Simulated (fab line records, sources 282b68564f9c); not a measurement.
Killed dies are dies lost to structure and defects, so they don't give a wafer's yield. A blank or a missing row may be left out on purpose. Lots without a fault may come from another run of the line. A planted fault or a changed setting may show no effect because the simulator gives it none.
One fault seen from 2 desks | flow rit_cmos | each desk has only its own numbers; what lay behind them comes last

THE METROLOGY DESK
What the gauges read, lot by lot, whatever tool the lot ran on: means of the sampled wafers that have a number. A lot is out of limits, marked OUT, if its mean lies more than 4 standard deviations from the usual mean; the brackets give that distance.
Columns: A = ACTIVE_OXIDE_THK at RIT_ACTIVE_THK_MEAS_02, usual 46.8 nm; B = PRETRO_OVL at RIT_PRETRO_OVL_MEAS_06, usual -0.3 nm; C = PSD_TW at RIT_PSD_TW_MEAS_10, usual 3447; D = PSD_RS at RIT_SDANNEAL_RS_MEAS_04, usual 115.9 ohm/sq; E = SILICIDE_TI_THK at RIT_SILICIDE_THK_MEAS_03, usual 29.3 nm
lot  | first seen here | A    | B    | C               | D               | E
L764 | day 1 13:22     | 45.9 | 0.7  | 3454            | 115.5           | 29.7
L765 | day 1 18:37     | 48.0 | -0.6 | 3448            | 115.2           | 29.7
L766 | day 1 23:20     | 45.7 | -0.3 | 3439            | 115.5           | 29.3
L767 | day 2 03:50     | 46.9 | -0.7 | 3507            | 115.9           | 29.3
L768 | day 2 08:18     | 47.7 | -1.3 | 3427            | 115.7           | 29.4
L775 | day 3 19:04     | 47.3 | -0.6 | 3605 (+8.3) OUT | 108.1 (-22) OUT | 29.3
L776 | day 4 00:56     | 46.1 | -0.7 | 3582 (+7.1) OUT | 107.9 (-23) OUT | 29.6
L777 | day 4 05:03     | 47.0 | -0.3 | 3437            | 116.4           | 29.6
L778 | day 4 10:31     | 47.2 | -0.8 | 3454            | 116.0           | 29.2
L780 | day 4 21:30     | 48.1 | -2.5 | 3458            | 116.0           | 29.1
L782 | day 5 06:55     | 46.6 | -1.8 | 3466            | 116.0           | 28.6
L783 | day 5 11:24     | 46.4 | 1.8  | 3435            | 115.7           | 30.0
L785 | day 5 21:04     | 47.7 | 2.1  | 3439            | 115.6           | 29.6
L787 | day 6 07:55     | 46.5 | -0.6 | 3443            | 115.7           | 29.1
This desk's finding: out of limits on L775, L776; first on L775, day 5 15:10 (PSD_TW at RIT_PSD_TW_MEAS_10). In limits: L764, L765, L766, L767, L768, L777, L778, L780, L782, L783, L785, L787.

THE TOOL OWNER'S DESK: implanter-03
The tool's own readings at RIT_PSD_IMPLANT_08: means of the sampled wafers that have a number, for each lot that ran on this tool. A lot is out of limits, marked OUT, if its mean lies more than 4 standard deviations from the usual mean; the brackets give that distance.
Columns: A = beam_on_s at RIT_PSD_IMPLANT_08, usual 13.1 s; B = dose_ions_cm2 at RIT_PSD_IMPLANT_08, usual 5.001e+15
lot  | first seen here | A              | B
L765 | day 3 14:10     | 12.9           | 5.004e+15
L766 | day 3 17:56     | 13.1           | 5.005e+15
L768 | day 4 05:20     | 13.1           | 5.004e+15
L775 | day 5 14:52     | 25.0 (+24) OUT | 9.503e+15 (+99 or more) OUT
L776 | day 5 18:02     | 24.2 (+23) OUT | 9.494e+15 (+99 or more) OUT
This desk's finding: out of limits on L775, L776; first on L775, day 5 14:52 (beam_on_s at RIT_PSD_IMPLANT_08). In limits: L765, L766, L768.

PUT TOGETHER
The tool owner's desk could have raised an alarm at day 5 14:52, on L775, L776.
The metrology desk could have raised an alarm at day 5 15:10, on L775, L776.
Of the lots named, all ran RIT_PSD_IMPLANT_08 on implanter-03.

WHAT THE SIMULATOR HAD PUT IN
Process parameter drift: implanter-03, from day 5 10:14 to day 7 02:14, at RIT_PSD_IMPLANT_08. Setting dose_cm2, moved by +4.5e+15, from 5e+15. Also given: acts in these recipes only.
Lots struck among those shown: L775, L776.
Hours from the fault's start to each desk's first reading out of limits: the tool owner's desk, 5; the metrology desk, 5.
